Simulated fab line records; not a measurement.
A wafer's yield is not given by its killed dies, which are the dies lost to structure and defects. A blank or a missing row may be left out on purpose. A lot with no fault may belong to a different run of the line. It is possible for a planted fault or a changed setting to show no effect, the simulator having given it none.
Split-lot trial / flow rit_cmos / route with 202 steps; 5 lots, 23 wafers read

## THE SPLIT
At RIT_NSD_IMPLANT_08, the setting dose_cm2 was moved away from the recipe's 1e+15 on 10 of the 23 wafers read, by -4.1% to +6.6%. The other wafers ran this setting at the recipe's value.

## FROM THE SPLIT TO THE READING: what the file shows between them, 4 steps
- RIT_PSD_SOFTBAKE_02: time 60 s (also split here: temp_c)
- RIT_PSD_EXPOSE_03: exposes mask M10, target cd 40900 nm
- RIT_PSD_PEB_04
- RIT_SDANNEAL_RTA_03: time 4.907 s

## THE READING
NSD_RS, in ohm/sq, at RIT_SDANNEAL_RS_MEAS_05 (measures by four-point-probe). A value of 84.72 ohm/sq with a standard deviation of 0.27 ohm/sq is what fault-free wafers of this fab line usually give.

wafer=L074.1; tool, chamber at the split=implanter-04, 0; dose_cm2 as run=1e+15; against the recipe=recipe; NSD_RS, ohm/sq=84.44; against lot-mates on the recipe=-
wafer=L074.3; tool, chamber at the split=implanter-04, 0; dose_cm2 as run=1e+15; against the recipe=recipe; NSD_RS, ohm/sq=84.55; against lot-mates on the recipe=-
wafer=L074.4; tool, chamber at the split=implanter-04, 0; dose_cm2 as run=1e+15; against the recipe=recipe; NSD_RS, ohm/sq=84.53; against lot-mates on the recipe=-
wafer=L074.5; tool, chamber at the split=implanter-04, 0; dose_cm2 as run=1.066e+15; against the recipe=+6.6%; NSD_RS, ohm/sq=80.64; against lot-mates on the recipe=-3.87
wafer=L074.6; tool, chamber at the split=implanter-04, 0; dose_cm2 as run=1.066e+15; against the recipe=+6.6%; NSD_RS, ohm/sq=80.59; against lot-mates on the recipe=-3.92
wafer=L077.1; tool, chamber at the split=implanter-04, 0; dose_cm2 as run=1.039e+15; against the recipe=+3.9%; NSD_RS, ohm/sq=82.37; against lot-mates on the recipe=-2.34
wafer=L077.2; tool, chamber at the split=implanter-04, 0; dose_cm2 as run=1e+15; against the recipe=recipe; NSD_RS, ohm/sq=84.70; against lot-mates on the recipe=-
wafer=L077.3; tool, chamber at the split=implanter-04, 0; dose_cm2 as run=1.039e+15; against the recipe=+3.9%; NSD_RS, ohm/sq=82.03; against lot-mates on the recipe=-2.69
wafer=L077.5; tool, chamber at the split=implanter-04, 0; dose_cm2 as run=1.039e+15; against the recipe=+3.9%; NSD_RS, ohm/sq=82.41; against lot-mates on the recipe=-2.31
wafer=L077.6; tool, chamber at the split=implanter-04, 0; dose_cm2 as run=1e+15; against the recipe=recipe; NSD_RS, ohm/sq=84.73; against lot-mates on the recipe=-
wafer=L078.1; tool, chamber at the split=implanter-03, 0; dose_cm2 as run=1e+15; against the recipe=recipe; NSD_RS, ohm/sq=84.69; against lot-mates on the recipe=-
wafer=L078.2; tool, chamber at the split=implanter-03, 0; dose_cm2 as run=9.722e+14; against the recipe=-2.8%; NSD_RS, ohm/sq=86.92; against lot-mates on the recipe=+2.24
wafer=L078.3; tool, chamber at the split=implanter-03, 0; dose_cm2 as run=1e+15; against the recipe=recipe; NSD_RS, ohm/sq=84.63; against lot-mates on the recipe=-
wafer=L078.4; tool, chamber at the split=implanter-03, 0; dose_cm2 as run=1e+15; against the recipe=recipe; NSD_RS, ohm/sq=84.71; against lot-mates on the recipe=-
wafer=L078.5; tool, chamber at the split=implanter-03, 0; dose_cm2 as run=9.722e+14; against the recipe=-2.8%; NSD_RS, ohm/sq=86.64; against lot-mates on the recipe=+1.96
wafer=L079.1; tool, chamber at the split=implanter-02, 0; dose_cm2 as run=1e+15; against the recipe=recipe; NSD_RS, ohm/sq=84.79; against lot-mates on the recipe=-
wafer=L079.4; tool, chamber at the split=implanter-02, 0; dose_cm2 as run=1e+15; against the recipe=recipe; NSD_RS, ohm/sq=84.80; against lot-mates on the recipe=-
wafer=L079.6; tool, chamber at the split=implanter-02, 0; dose_cm2 as run=1e+15; against the recipe=recipe; NSD_RS, ohm/sq=84.93; against lot-mates on the recipe=-
wafer=L083.1; tool, chamber at the split=implanter-03, 0; dose_cm2 as run=9.586e+14; against the recipe=-4.1%; NSD_RS, ohm/sq=87.57; against lot-mates on the recipe=+3.03
wafer=L083.2; tool, chamber at the split=implanter-03, 0; dose_cm2 as run=9.586e+14; against the recipe=-4.1%; NSD_RS, ohm/sq=87.69; against lot-mates on the recipe=+3.16
wafer=L083.3; tool, chamber at the split=implanter-03, 0; dose_cm2 as run=9.586e+14; against the recipe=-4.1%; NSD_RS, ohm/sq=87.73; against lot-mates on the recipe=+3.20
wafer=L083.5; tool, chamber at the split=implanter-03, 0; dose_cm2 as run=1e+15; against the recipe=recipe; NSD_RS, ohm/sq=84.65; against lot-mates on the recipe=-
wafer=L083.6; tool, chamber at the split=implanter-03, 0; dose_cm2 as run=1e+15; against the recipe=recipe; NSD_RS, ohm/sq=84.42; against lot-mates on the recipe=-

FIT RESULTS
A straight line over all 23 wafers: NSD_RS changes by -0.657 ohm/sq for each +1% of dose_cm2; r = -1.00; the points scatter about the line by 0.19 ohm/sq.
The same after taking each lot's own level away (the mean of its wafers on the recipe; 23 wafers): -0.658 ohm/sq for each +1%; r = -0.99; scatter 0.21 ohm/sq.
On that fit, the largest move of dose_cm2 shifts the reading by 4.3 ohm/sq.
The span of the lots' own levels, 84.507 to 84.840 ohm/sq, comes to 1.2 times the standard deviation stated above.
The two slopes are in agreement: the lot-to-lot level therefore moves the slope only a little.
Check: for one of the wafers moved furthest among these (+6.6%), held out of the fit, the line's prediction against its lot-mates is -4.33 ohm/sq. Against them it came out at -3.87 ohm/sq.

## ADDITIONAL SPLITS CARRIED BY THESE WAFERS
These wafers also went through other splits before the reading. Each is held against what the fit with the lots' levels taken away leaves over:
other split on the same wafers=RIT_ACTIVE_COAT_06 spin_rpm; wafers away from the commonest value=4; r with NSD_RS (lot level and that fit taken away)=-0.06
other split on the same wafers=RIT_ACTIVE_HARDBAKE_12 temp_c; wafers away from the commonest value=4; r with NSD_RS (lot level and that fit taken away)=-0.35
other split on the same wafers=RIT_GATE_CVD_08 sih4_flow_sccm; wafers away from the commonest value=10; r with NSD_RS (lot level and that fit taken away)=-0.18
other split on the same wafers=RIT_GATE_DEVELOP_15 develop_time_s; wafers away from the commonest value=8; r with NSD_RS (lot level and that fit taken away)=-0.04
other split on the same wafers=RIT_GATE_ETCH_19 time_s; wafers away from the commonest value=9; r with NSD_RS (lot level and that fit taken away)=-0.11
other split on the same wafers=RIT_REOX_OXIDATION_03 temp_c; wafers away from the commonest value=10; r with NSD_RS (lot level and that fit taken away)=-0.01
other split on the same wafers=RIT_NLDD_IMPLANT_08 dose_cm2; wafers away from the commonest value=10; r with NSD_RS (lot level and that fit taken away)=+0.17
other split on the same wafers=RIT_PLDD_IMPLANT_08 energy_kev; wafers away from the commonest value=11; r with NSD_RS (lot level and that fit taken away)=-0.21
other split on the same wafers=RIT_PSD_SOFTBAKE_02 temp_c; wafers away from the commonest value=7; r with NSD_RS (lot level and that fit taken away)=+0.33

## THE FILE'S OWN FIT
NSD_RS changes by -0.646 ohm/sq for each +1% of dose_cm2, r = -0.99.
